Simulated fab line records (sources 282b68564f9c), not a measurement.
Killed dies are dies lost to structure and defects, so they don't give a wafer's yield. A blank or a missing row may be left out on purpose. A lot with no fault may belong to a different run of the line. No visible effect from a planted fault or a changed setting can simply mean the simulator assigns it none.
Which tool is to blame? ; flow rit cmos ; 45 wafers from 15 lots sampled at 3 of the route's 202 steps

WHAT THE GAUGES READ, wafer by wafer
RIT_NLDD_TW_MEAS_10.
lot;measured;on;NLDD_TW
L151;day 3 02:00;film metro-04;2487 2484 2481
L152;day 3 02:16;film metro-01;2524 2527 2514
L153;day 3 15:37;film metro-04;2493 2491 2495
L154;day 3 15:51;film metro-03;2491 2485 2487
L155;day 4 01:50;film metro-03;2506 2491 2489
L157;day 4 14:06;film metro-03;2500 2501 2496
L158;day 4 16:31;film metro-03;2506 2494 2508
L160;day 4 21:52;film metro-01;2528 2514 2512
L164;day 5 16:00;film metro-03;2234 2242 2251
L165;day 5 18:54;film metro-03;2251 2244 2247
L166;day 6 01:38;film metro-03;2263 2268 2269
L168;day 6 11:01;film metro-03;2504 2500 2494
L170;day 6 21:31;film metro-03;2493 2509 2493
L173;day 7 17:04;film metro-01;2523 2511 2529
L174;day 7 20:54;film metro-01;2519 2524 2496

RIT_SDANNEAL_RS_MEAS_07: measurement is done with a four-point probe.
lot;measured;on;NLDD_RS (ohm/sq)
L151;day 3 10:02;film metro-04;151.6 152.3 151.9
L152;day 3 11:05;film metro-01;151.4 151.6 151.0
L153;day 3 23:40;film metro-04;150.9 150.9 150.4
L154;day 4 01:28;film metro-01;152.3 151.9 152.5
L155;day 4 09:52;film metro-01;151.6 151.7 151.6
L157;day 4 22:53;film metro-04;150.8 151.6 151.5
L158;day 5 01:13;film metro-03;152.8 153.4 152.6
L160;day 5 06:08;film metro-04;152.3 151.9 152.0
L164;day 6 00:53;film metro-01;143.1 143.3 143.0
L165;day 6 02:44;film metro-01;142.4 142.8 142.5
L166;day 6 09:25;film metro-01;142.3 142.0 142.2
L168;day 6 19:02;film metro-03;152.3 152.4 152.9
L170;day 7 11:41;film metro-01;151.6 151.7 151.7
L173;day 8 01:25;film metro-03;151.2 151.1 151.2
L174;day 8 06:23;film metro-01;151.9 151.8 151.8

EACH LOT AND THE TOOL THAT RAN IT (in order: tool; ch and the chambers of the sampled wafers; start)
lot;RIT_NLDD_IMPLANT_08
L151;implanter-01 ch 0, day 3 01:41
L152;implanter-04 ch 0, day 3 01:56
L153;implanter-04 ch 0, day 3 15:17
L154;implanter-02 ch 0, day 3 15:32
L155;implanter-01 ch 0, day 4 01:31
L157;implanter-01 ch 0, day 4 13:47
L158;implanter-01 ch 0, day 4 16:11
L160;implanter-01 ch 0, day 4 21:32
L164;implanter-01 ch 0, day 5 15:41
L165;implanter-01 ch 0, day 5 18:36
L166;implanter-01 ch 0, day 6 01:19
L168;implanter-04 ch 0, day 6 10:42
L170;implanter-04 ch 0, day 6 21:11
L173;implanter-02 ch 0, day 7 16:46
L174;implanter-02 ch 0, day 7 20:35
- RIT_NLDD_IMPLANT_08

WHAT THE TOOLS THEMSELVES READ (means of the sampled wafers that have a number; where no wafer has one, the mark that the record gives instead)
RIT_NLDD_IMPLANT_08.
lot;tool;dose ions cm2;tilt deg (degrees)
L151;implanter-01;4.998e+14;6.980
L152;implanter-04;5.002e+14;7.013
L153;implanter-04;5.002e+14;7.004
L154;implanter-02;4.997e+14;7.027
L155;implanter-01;4.993e+14;6.982
L157;implanter-01;5.002e+14;6.972
L158;implanter-01;4.996e+14;7.034
L160;implanter-01;5.002e+14;7.012
L164;implanter-01;5.005e+14;-0.000
L165;implanter-01;5.004e+14;0.018
L166;implanter-01;5.006e+14;-0.003
L168;implanter-04;4.998e+14;7.024
L170;implanter-04;4.993e+14;7.004
L173;implanter-02;5.005e+14;6.991
L174;implanter-02;4.996e+14;6.975

THE ANSWER, worked out from the rows above alone
Rule: the lots themselves supply what counts as usual. The widest of any qualifying gaps counts: lots, ordered by their means at a reading, are off when they make up no more than a third of the lots, leave a main group of 4 or more, and stand apart from it by 3 or more times the standard deviation of that group's means. Not used: any main group whose means are identical at the precision the tables above print for the reading. Also off: a lot with no number at a reading for which 4 or more lots have one. Where the step has rows for the other lots, those lots are counted as sound. Order of review: gauges by route order, followed by the tools' own readings, for which a lot's mean as printed above is used. At the first step where some lot is off, the reading lying furthest off is the one used; lots without a number count as furthest.
Off: L164, L165, L166, at RIT_NLDD_TW_MEAS_10 (NLDD_TW). Mean 2503 and standard deviation 12 in the main group.
If a tool, at a process step before that reading, ran all the lots that are off and no sound lot after the first of them, it fits. Not tried: the gauges at RIT_NLDD_TW_MEAS_10; whatever is off there is also off at RIT_SDANNEAL_RS_MEAS_07, on other tools, and gauge error can't account for it. One fits: RIT_NLDD_IMPLANT_08 on implanter-01. A fault onset in the window from L160 (day 4 21:32, its last sound lot) to L164 (day 5 15:41, its first lot off) fits.
The tool's own readings at RIT_NLDD_IMPLANT_08 bear it out: on the lots that are off they differ by more than 5 times the standard deviation of the sound lots' means. tilt deg reads 0.005 degrees there against 7.002 degrees on the sound lots.

WHAT THE SIMULATOR HAD PUT IN
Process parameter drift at RIT_NLDD_IMPLANT_08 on implanter-01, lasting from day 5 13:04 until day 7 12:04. From 7, the setting tilt deg moved by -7. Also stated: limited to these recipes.
Struck lots among those shown: L164, L165, L166. Same finding as the rule above.
